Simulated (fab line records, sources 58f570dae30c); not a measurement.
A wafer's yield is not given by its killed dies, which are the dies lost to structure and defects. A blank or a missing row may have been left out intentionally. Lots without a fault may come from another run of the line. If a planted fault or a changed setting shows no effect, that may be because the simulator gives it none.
fab line records	flow berkeleyCmos170
record: lots: 6	wafers: 18	lastDay: 12
route steps=331 shown M2@277 V2@292 M3@331
lots untouched by any fault: they come from a run of this same line in which no faults occurred
startH: start of the lot's first displayed wafer, in hours after the record's first day	waitH: hours elapsed since this lot's preceding step	" identical to the entry in the row above	L1.1+2: several wafers, shown together as one row	- value missing, or start not given	* or withheld: withheld	< > ~ a bound
route shown NAME@n: names a module that has steps shown in the file, with the first one's number in the route	usual: mean/standard deviation taken from wafers without a fault	same: alike in all rows	chamber/n: place in a boat	sites: the reading at each site	_std_site: the standard deviation of these	_edge_site: inner sites' mean taken away from outer sites' mean	radiusMm: for every site, how far away it sits from the centre of the wafer	mask NAME#n: copy n	behind: the tool/chamber that last shaped the wafer	hold: why the lot was held/for how many hours/how that ended	device: transistor that didn't switch, given as n, p or np	end of line: at the end of the route, the tests of the same wafers	for a step that has no rows: nothing shown but its recipe	killed: dies lost to structure and defects at the first sort, not the wafer's yield	map: the dies of a wafer, with x for killed, . for not killed, _ for no die there
set.NAME: the setting the step ran with; set.NAME@STEP: the setting that earlier step ran with	model.NAME: the simulator's own value behind a step, which no gauge read
lots at some steps of the route; a table a step, a row a wafer
services: the hour from which a tool's chamber was out of use, counted from the record's first day as startH (under 0 if before that day), plus the number of hours and why
== steps ==
step: UCB170_M2_SOFTBAKE_06
recipe: resist: KrF	tempC: 130	timeS: 60
step: UCB170_M2_STRIP_07
recipe: chemistry: O2	powerW: 400	pressureMtorr: 3500	platenTempC: withheld	o2FlowSccm: 400	overashFraction: 0.5
usual: drypumpMotorCurrentA: 6.07/0.18	oesProductAu: 0.734/0.0045	stripTimeToEndpointS: 21.96/0.063
lot.wafer	tool	chamber	startH	waitH	drypumpMotorCurrentA	oesProductAu	rfHoursCounterH	stripTimeToEndpointS
L322.2	plasmaAsher-03	0	175.26	0.1	5.96	0.738	42	21.93
L322.3	"	0	"	"	5.95	0.729	-	21.91
L322.4	"	1	"	"	5.97	0.738	-	21.91
L325.2	plasmaAsher-01	1	198.16	0.1	6.22	0.742	8	21.99
L325.4	"	0	"	"	5.94	0.738	-	21.99
L325.6	"	1	"	"	6.22	0.731	-	21.96
L330.1	plasmaAsher-01	1	219.24	0.1	6.21	0.727	11	21.89
L330.2	"	0	"	"	5.91	0.740	11	21.91
L330.4	"	0	"	"	5.94	0.735	-	21.81
L332.1	plasmaAsher-02	1	236.60	0.1	5.90	0.730	50	22.08
L332.3	"	1	"	"	5.89	0.735	-	22.10
L332.5	"	0	"	"	6.38	0.727	-	22.06
L335.1	plasmaAsher-03	0	259.19	0.1	5.95	0.736	50	21.89
L335.3	"	0	"	"	5.97	0.734	-	21.91
L335.4	"	1	"	"	5.97	0.738	-	21.87
L340.1	plasmaAsher-01	0	278.15	0.1	5.96	0.734	17	21.95
L340.2	"	1	"	"	6.27	0.737	17	21.97
L340.6	"	1	"	"	6.25	0.729	-	21.98
step: UCB170_M2_STRIP_08
recipe: chemistry: DMSO	tempC: 80	timeS: 600	material: KrF
step: UCB170_M2_COAT_09
recipe: resist: BARC	tempC: withheld	timeS: withheld	spinRpm: 3000	resistThkNm: withheld
step: UCB170_M2_COAT_10
recipe: resist: KrF	spinRpm: 1500	resistThkNm: 900
step: UCB170_M2_SOFTBAKE_11
recipe: resist: KrF	tempC: 130	timeS: 60
step: UCB170_M2_EXPOSE_12
recipe: maskId: METAL2	targetCdNm: 700	na: 0.5	sigmaOuter: 0.6	sourceShape: conventional	doseMj: 26
step: UCB170_M2_PEB_13
recipe: pebTempC: 130	pebTimeS: withheld	resist: KrF
step: UCB170_M2_DEVELOP_14
recipe: developer: TMAH	developTimeS: 45	resist: KrF	devTempC: 21
step: UCB170_M2_CD_MEAS_15
recipe: targetCdNm: 700
usual: cdNm: 700.2/1.4
lot.wafer	tool	chamber	startH	waitH	cdNm
L322.2	cdSem-02	-	176.53	-	700.7
L322.3	"	-	"	"	701.2
L322.4	"	-	"	"	699.8
L325.2	cdSem-02	-	199.50	-	700.1
L325.4	"	-	"	"	698.7
L325.6	"	-	"	"	698.9
L330.1	cdSem-02	-	221.05	-	699.0
L330.2	"	-	"	"	699.4
L330.4	"	-	"	"	700.6
L332.1	cdSem-02	-	237.99	-	701.3
L332.3	"	-	"	"	700.3
L332.5	"	-	"	"	701.1
L335.1	cdSem-01	-	260.88	-	699.5
L335.3	"	-	"	"	699.0
L335.4	"	-	"	"	701.5
L340.1	cdSem-02	-	279.46	-	699.3
L340.2	"	-	"	"	700.6
L340.6	"	-	"	"	698.8
step: UCB170_M2_OVL_MEAS_16
usual: M2_OVL: 1/5.2
lot.wafer	tool	chamber	startH	waitH	M2_OVL[nm]
L322.2	overlay-02	-	176.63	0.1	-4
L322.3	"	-	"	"	5
L322.4	"	-	"	"	3
L325.2	overlay-01	-	199.60	0.1	4
L325.4	"	-	"	"	2
L325.6	"	-	"	"	1
L330.1	overlay-01	-	221.17	0.1	4
L330.2	"	-	"	"	-1
L330.4	"	-	"	"	-5
L332.1	overlay-02	-	238.11	0.1	2
L332.3	"	-	"	"	6
L332.5	"	-	"	"	5
L335.1	overlay-02	-	261.00	0.1	3
L335.3	"	-	"	"	-1
L335.4	"	-	"	"	7
L340.1	overlay-02	-	279.58	0.1	-2
L340.2	"	-	"	"	-1
L340.6	"	-	"	"	0
step: UCB170_M2_ETCH_17
recipe: chemistry: N2/H2	targetDepthA: withheld	overetchA: withheld	target: BARC	timeS: withheld	sourceW: 500	biasW: 100	pressureMtorr: 30	n2FlowSccm: 100	h2FlowSccm: 200
usual: drypumpMotorCurrentA: 5.5/0.31	oesProductAu: 0.994/0.016	throttleValvePct: 13.31/0.13
lot.wafer	tool	chamber	startH	waitH	drypumpMotorCurrentA	oesProductAu	throttleValvePct
L322.2	rieDiel-03	2	176.66	0.0	5.7	0.990	13.53
L322.3	"	3	"	"	5.0	0.999	13.17
L322.4	"	1	"	"	5.4	1.015	13.13
L325.2	rieDiel-02	2	199.63	0.0	5.4	0.973	13.28
L325.4	"	1	"	"	5.6	1.009	13.44
L325.6	"	1	"	"	5.6	1.006	13.43
L330.1	rieDiel-02	2	221.21	0.0	5.4	0.972	13.27
L330.2	"	3	"	"	6.0	0.976	13.16
L330.4	"	2	"	"	5.4	0.964	13.30
L332.1	rieDiel-02	1	238.14	0.0	5.6	1.025	13.45
L332.3	"	0	"	"	5.4	0.995	13.43
L332.5	"	2	"	"	5.4	0.982	13.27
L335.1	rieDiel-02	0	261.03	0.0	5.4	0.988	13.42
L335.3	"	3	"	"	6.0	0.984	13.18
L335.4	"	1	"	"	5.6	1.023	13.45
L340.1	rieDiel-03	1	279.62	0.0	5.5	1.012	13.12
L340.2	"	3	"	"	5.0	1.001	13.17
L340.6	"	0	"	"	5.6	0.990	13.46
step: UCB170_M2_METAL_ETCH_18
recipe: chemistry: Cl2/BCl3	target: Al	stopOn: SiO2	pressureMtorr: 12	targetDepthA: 11700	overEtchFrac: 0.3	timeS: 195	icpW: 600	biasW: 120	Cl2_flow_sccm: 90	bcl3FlowSccm: 45
usual: drypumpMotorCurrentA: 5.8/0.32	oesProductAu: 0.850/0.014	overEtchFrac: 0.3/0	throttleValvePct: 24.33/0.14
lot.wafer	tool	chamber	startH	waitH	drypumpMotorCurrentA	oesProductAu	overEtchFrac	rfHoursCounterH	throttleValvePct	model.KrF_of_M2_COAT_10.thkNm	model.SiO2_of_V1_CVD_00.thkNm	model.M2.cdNm
L322.2	rieMetal-01	1	176.70	-	5.6	0.867	0.3	12	24.18	200.6	937.4	704.5
L322.3	"	0	"	"	5.7	0.858	0.3	-	24.34	193.9	937.4	703.3
L322.4	"	1	"	"	5.6	0.861	0.3	-	24.17	197.4	936.9	702
L325.2	rieMetal-04	1	199.67	-	5.8	0.864	0.3	12	24.47	201.3	937.5	699.9
L325.4	"	0	"	"	6.6	0.841	0.3	-	24.34	219.3	940.2	700.1
L325.6	"	0	"	"	6.6	0.848	0.3	-	24.33	219.9	938.9	701
L330.1	rieMetal-01	1	221.25	-	5.6	0.960	0.063325	13	24.12	323.9	948	710.5
L330.2	"	0	"	"	5.7	0.968	0.063325	7	24.31	324.3	947.8	707.5
L330.4	"	1	"	"	5.6	0.972	0.063325	-	24.11	325.4	949.2	710
L332.1	rieMetal-01	0	238.19	-	5.7	0.968	0.063325	7	24.29	325.8	947	709.9
L332.3	"	0	"	"	5.7	0.971	0.063325	-	24.28	326.2	947.1	708.1
L332.5	"	0	"	"	5.7	0.964	0.063325	-	24.29	337.4	947.6	712.7
L335.1	rieMetal-02	1	261.07	-	5.7	0.831	0.3	12	24.50	215.6	939.2	698.3
L335.3	"	0	"	"	5.9	0.854	0.3	-	24.29	212.1	938	698.7
L335.4	"	1	"	"	5.6	0.840	0.3	-	24.52	208.2	937.4	697.9
L340.1	rieMetal-04	0	279.66	-	6.5	0.845	0.3	11	24.34	206.1	937.6	702.7
L340.2	"	1	"	"	5.8	0.860	0.3	14	24.49	196.7	937.9	701.1
L340.6	"	0	"	"	6.6	0.849	0.3	-	24.33	199.6	938.2	701
step: UCB170_M2_STRIP_19
recipe: chemistry: O2	powerW: 400	pressureMtorr: 3500	platenTempC: withheld	o2FlowSccm: 400	overashFraction: 0.5
usual: drypumpMotorCurrentA: 6.05/0.16	oesProductAu: 0.537/0.01
lot.wafer	tool	chamber	startH	waitH	drypumpMotorCurrentA	oesProductAu	rfHoursCounterH
L322.2	plasmaAsher-01	1	176.89	0.1	6.22	0.538	6
L322.3	"	0	"	"	5.93	0.530	-
L322.4	"	1	"	"	6.24	0.527	-
L325.2	plasmaAsher-02	1	199.86	0.1	5.89	0.534	47
L325.4	"	0	"	"	6.37	0.545	-
L325.6	"	1	"	"	5.89	0.552	-
L330.1	plasmaAsher-01	0	221.44	0.1	5.94	0.656	11
L330.2	"	1	"	"	6.21	0.652	11
L330.4	"	0	"	"	5.90	0.657	-
L332.1	plasmaAsher-01	1	238.56	0.3	6.23	0.650	12
L332.3	"	0	"	"	5.95	0.662	-
L332.5	"	0	"	"	5.94	0.666	-
L335.1	plasmaAsher-03	1	261.26	0.1	5.97	0.548	50
L335.3	"	1	"	"	5.97	0.546	-
L335.4	"	0	"	"	5.97	0.544	-
L340.1	plasmaAsher-01	0	279.85	0.1	5.92	0.530	17
L340.2	"	1	"	"	6.19	0.531	17
L340.6	"	1	"	"	6.22	0.528	-
step: UCB170_M2_CD_MEAS_90
recipe: targetCdNm: 700
usual: cdNm: 699.8/2.4
lot.wafer	tool	chamber	startH	waitH	cdNm
L322.2	cdSem-02	-	177.01	0.1	704.5
L322.3	"	-	"	"	703.4
L322.4	"	-	"	"	701.9
L325.2	cdSem-02	-	199.98	0.1	700.0
L325.4	"	-	"	"	700.3
L325.6	"	-	"	"	701.2
L330.1	cdSem-02	-	221.54	0.1	710.3
L330.2	"	-	"	"	707.6
L330.4	"	-	"	"	710.1
L332.1	cdSem-02	-	238.66	0.1	710.0
L332.3	"	-	"	"	707.8
L332.5	"	-	"	"	712.4
L335.1	cdSem-02	-	261.36	0.1	698.2
L335.3	"	-	"	"	698.6
L335.4	"	-	"	"	697.7
L340.1	cdSem-02	-	279.95	0.1	702.4
L340.2	"	-	"	"	701.1
L340.6	"	-	"	"	701.0
step: UCB170_V2_CVD_00
recipe: material: SiO2	targetThkNm: 2000	tempC: 390	precursor: TEOS/O2	timeS: 250	rfW: 550	pressureMtorr: 9000
usual: heaterPowerW: 245/54
lot.wafer	tool	chamber	startH	waitH	heaterPowerW
L322.2	pecvd-01	2	177.11	0.1	246
L322.3	"	1	"	"	295
L322.4	"	0	"	"	262
L325.2	pecvd-03	1	200.08	0.1	166
L325.4	"	1	"	"	229
L325.6	"	0	"	"	300
L330.1	pecvd-02	0	221.66	0.1	252
L330.2	"	2	"	"	334
L330.4	"	0	"	"	187
L332.1	pecvd-03	2	238.78	0.1	220
L332.3	"	0	"	"	227
L332.5	"	2	"	"	157
L335.1	pecvd-02	1	261.48	0.1	210
L335.3	"	2	"	"	366
L335.4	"	0	"	"	259
L340.1	pecvd-02	1	280.07	0.1	168
L340.2	"	2	"	"	274
L340.6	"	1	"	"	224
step: UCB170_M3_PROBE_99
lot.wafer	tool	chamber	startH	waitH	model.etest.antennaM2.vtShiftV
L322.2	prober-01	-	183.65	0.1	-0.01383
L322.3	prober-01	-	183.70	0.2	-0.01003
L322.4	prober-01	-	183.75	0.2	-0.01602
L325.2	prober-01	-	206.92	0.1	-0.01482
L325.4	prober-01	-	207.02	0.2	-0.01259
L325.6	prober-01	-	207.12	0.2	-0.01443
L330.1	prober-01	-	228.22	0.1	-0.01045
L330.2	prober-01	-	228.27	0.1	-0.007667
L330.4	prober-01	-	228.37	0.2	-0.005732
L332.1	prober-02	-	244.89	0.1	-0.008653
L332.3	prober-02	-	244.99	0.2	-0.008443
L332.5	prober-02	-	245.09	0.2	-0.008434
L335.1	prober-02	-	272.69	0.1	-0.01003
L335.3	prober-02	-	272.79	0.2	-0.0167
L335.4	prober-02	-	272.84	0.2	-0.01301
L340.1	prober-01	-	288.25	0.1	-0.01265
L340.2	prober-01	-	288.30	0.1	-0.01312
L340.6	prober-01	-	288.50	0.2	-0.01358
killed by level:class
L322.2 SILICIDE:geometricParticle:short=2 V1:geometricParticle:short=1
L322.3 SPACER:geometricParticle:short=1 M1:geometricParticle:short=1
L322.4 START:geometricParticle:open=1 CONTACT:geometricParticle:open=1
L325.2 WELLDRIVE:geometricParticle:open=1 CONTACT:geometricParticle:short=1 M2:geometricParticle:short=1 V2:geometricParticle:open=1
L325.4 START:geometricParticle:open=2 START:geometricParticle:short=1 SPACER:geometricParticle:open=1 PWELL:areaEtch=1
L325.6 V1:geometricParticle:short=1
L332.1 GATE:geometricParticle:open=2 WELLDRIVE:geometricParticle:open=1 FIELD:geometricParticle:short=1 V1:geometricParticle:short=1 M2:geometricParticle:short=1
L332.3 WELLDRIVE:geometricParticle:short=1 GATE:geometricParticle:open=1
L332.5 SPACER:geometricParticle:open=1 SILICIDE:geometricParticle:short=1 M2:geometricParticle:short=1 M2:areaEtch=1
L335.1 NVT:coatMicrobubblePrinted=1
L335.3 NLDD:coatMicrobubblePrinted=1
L335.4 ZERO:geometricParticle:short=1 SPACER:geometricParticle:open=1 SILICIDE:geometricParticle:short=1 NLDD:coatMicrobubblePrinted=1
L340.1 GATE:geometricParticle:open=2
L340.2 START:geometricParticle:open=1 FIELD:geometricParticle:short=1 SPACER:geometricParticle:open=1
L340.6 GATE:geometricParticle:open=1 SILICIDE:geometricParticle:open=1 M2:geometricParticle:short=1
== services ==
tool	chamber	startH	hours	kind
plasmaAsher-02	-	159.91	15.6	pm
rieDiel-03	-	164.75	0.6	repair
rieMetal-01	-	199.05	4.1	repair
rieDiel-02	-	200.39	2.8	pm
plasmaAsher-02	-	207.04	11.3	repair
plasmaAsher-01	-	213.28	0.9	repair
rieDiel-02	1	215.61	-	clean
rieDiel-02	1	215.61	14.3	scheduledDown
rieDiel-02	1	215.61	14.3	ventCycle
pecvd-02	-	229.60	1.8	repair
plasmaAsher-03	-	232.69	2.1	repair
rieMetal-01	1	235.40	-	clean
rieMetal-01	1	235.40	13.8	scheduledDown
rieMetal-01	1	235.40	13.8	ventCycle
rieDiel-03	-	235.83	0.6	repair
pecvd-02	-	242.50	14.0	pm
pecvd-02	0	242.50	14.0	ventCycle
pecvd-02	1	242.50	14.0	ventCycle
pecvd-02	2	242.50	14.0	ventCycle
plasmaAsher-03	-	243.55	7.9	repair
pecvd-02	0	256.50	-	clean
pecvd-02	1	256.50	-	clean
pecvd-02	2	256.50	-	clean
== key ==
firstSign: step: UCB170_M2_METAL_ETCH_18	reading: overEtchFrac	direction: down	sigmas: 99+	usual: 0.3	struck: 0.063325
effect: step: UCB170_M2_METAL_ETCH_18	reading: oesProductAu	direction: up	sigmas: 8.6	usual: 0.850	struck: 0.967
effect: step: UCB170_M2_STRIP_19	reading: oesProductAu	direction: up	sigmas: 12	usual: 0.537	struck: 0.657
effect: step: UCB170_M2_CD_MEAS_90	reading: cdNm	direction: up	sigmas: 4.1	usual: 699.8	struck: 709.7
modelEffect: step: UCB170_M2_METAL_ETCH_18	value: KrF_of_M2_COAT_10.thkNm	without: 203.1	struck: 327.2
modelEffect: step: UCB170_M3_PROBE_99	value: etest.antennaM2.vtShiftV	without: -0.01395	struck: -0.00823
metAt UCB170_M2_METAL_ETCH_18
struckWafers L330.1,L330.2,L330.4,L332.1,L332.3,L332.5
sortLeftOut L330.1,L330.2,L330.4
onsetBetween 176.70 221.25
fault: kind: processParameterDrift	tool: rieMetal-01	chamber: -	onsetH: 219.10	steps: UCB170_M2_METAL_ETCH_18	channel: overEtchFrac	offset: -0.23668	shape: step	endH: 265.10	actsIn: theseRecipesOnly	stated: 0.3
sortLeftOut: the simulated sort isn't trusted on such a fault, so these wafers' sort isn't shown, and their yield isn't known
